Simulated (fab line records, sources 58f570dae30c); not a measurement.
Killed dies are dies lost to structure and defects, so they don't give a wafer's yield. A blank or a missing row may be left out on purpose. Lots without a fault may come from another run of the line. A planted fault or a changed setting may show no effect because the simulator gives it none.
Split-lot experiment | flow berkeley_cmos170 | 5 lots, 27 wafers read, on a route of 331 steps

THE SPLIT
At UCB170_V1_CVD_00 (deposits SiO2 from TEOS/O2, target thk 2000 nm, time 250 s), the setting time_s was moved away from the recipe's 250 s on 12 of the 27 wafers read, by +23.2% to +59.6%. The other wafers ran this setting at the recipe's value.

The file shows no step between the split and the reading.

THE READING
V1_TEOS_THK, in nm, at UCB170_V1_THK_MEAS_01. Fault-free wafers of this fab line usually give 2005 nm, standard deviation 24 nm.

wafer  | tool, chamber at the split | time_s as run, s | against the recipe | V1_TEOS_THK, nm | against lot-mates on the recipe
L075.2 | pecvd-03, 2                | 250              | recipe             | 2004            | -
L075.3 | pecvd-03, 0                | 250              | recipe             | 1981            | -
L075.4 | pecvd-03, 2                | 250              | recipe             | 2055            | -
L078.1 | pecvd-04, 0                | 250              | recipe             | 1974            | -
L078.2 | pecvd-04, 1                | 398.9            | +59.6%             | 3165            | +1154
L078.3 | pecvd-04, 1                | 398.9            | +59.6%             | 3202            | +1191
L078.4 | pecvd-04, 0                | 250              | recipe             | 2023            | -
L078.5 | pecvd-04, 0                | 250              | recipe             | 2037            | -
L078.6 | pecvd-04, 1                | 398.9            | +59.6%             | 3203            | +1192
L076.1 | pecvd-03, 1                | 250              | recipe             | 1969            | -
L076.2 | pecvd-03, 0                | 250              | recipe             | 1964            | -
L076.3 | pecvd-03, 2                | 250              | recipe             | 2018            | -
L076.4 | pecvd-03, 2                | 343              | +37.2%             | 2790            | +806
L076.5 | pecvd-03, 1                | 343              | +37.2%             | 2759            | +775
L076.6 | pecvd-03, 0                | 343              | +37.2%             | 2760            | +776
L081.1 | pecvd-03, 0                | 250              | recipe             | 1963            | -
L081.2 | pecvd-03, 2                | 390.6            | +56.2%             | 3085            | +1123
L081.3 | pecvd-03, 1                | 250              | recipe             | 1956            | -
L081.4 | pecvd-03, 1                | 250              | recipe             | 1968            | -
L081.5 | pecvd-03, 0                | 390.6            | +56.2%             | 3134            | +1172
L081.6 | pecvd-03, 2                | 390.6            | +56.2%             | 3126            | +1164
L085.1 | pecvd-01, 0                | 307.9            | +23.2%             | 2446            | +428
L085.2 | pecvd-01, 2,0              | 250              | recipe             | 2013            | -
L085.3 | pecvd-01, 1                | 307.9            | +23.2%             | 2471            | +453
L085.4 | pecvd-01, 2,0              | 250              | recipe             | 2013            | -
L085.5 | pecvd-01, 2                | 250              | recipe             | 2028            | -
L085.6 | pecvd-01, 1                | 307.9            | +23.2%             | 2479            | +461
Where a row lists several chambers, the file gives one row for several wafers and doesn't say which wafer went through which chamber.

THE FIT
A straight line over all 27 wafers: V1_TEOS_THK changes by +20.1 nm for each +1% of time_s; r = +1.00; the points scatter about the line by 28 nm.
The same after taking each lot's own level away (the mean of its wafers on the recipe; 27 wafers): +20.2 nm for each +1%; r = +1.00; scatter 27 nm.
On that fit, the largest move of time_s shifts the reading by 1.2e+03 nm.
The lots' own levels span 1962.3 to 2018.0 nm, that is 2.3 times the standard deviation above.
So the lot-to-lot level changes the slope little: the two slopes agree.
Check: with one of the wafers moved furthest among these (+59.6%) left out of the fit, the line predicts +1.21e+03 nm for it against its lot-mates. It came out at +1.15e+03 nm against them.

OTHER SPLITS ON THESE WAFERS
These wafers also went through other splits before the reading. Each is held against what the fit with the lots' levels taken away leaves over:
other split on the same wafers         | wafers away from the commonest value | r with V1_TEOS_THK (lot level and that fit taken away)
UCB170_ZERO_ETCH_06 time_s             | 9                                    | +0.03
UCB170_ACTIVE_ETCH_15 time_s           | 9                                    | +0.22
UCB170_SCREENOX_OXIDATION_01 ox_time_s | 21                                   | +0.43
UCB170_SPACER_CVD_00 time_s            | 9                                    | -0.09
UCB170_CONTACT_CVD_01 time_s           | 18                                   | +0.11

THE WHOLE CHAIN: every reading that the file lists as answering this split, in the file's order
step                  | what it does                                               | reading                                                                   | change (the file's fit)              | r (the file's)
UCB170_V1_CVD_00      | deposits SiO2 from TEOS/O2, target thk 2000 nm, time 250 s | SiO2_of_V1_CVD_00.thk_nm (the simulator's own value, which no gauge read) | +20.2 nm for each +1% of the setting | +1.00
UCB170_V1_THK_MEAS_01 |                                                            | V1_TEOS_THK                                                               | +20.2 for each +1% of the setting    | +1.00

THE FILE'S OWN FIT
V1_TEOS_THK changes by +20.2 nm for each +1% of time_s, r = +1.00.
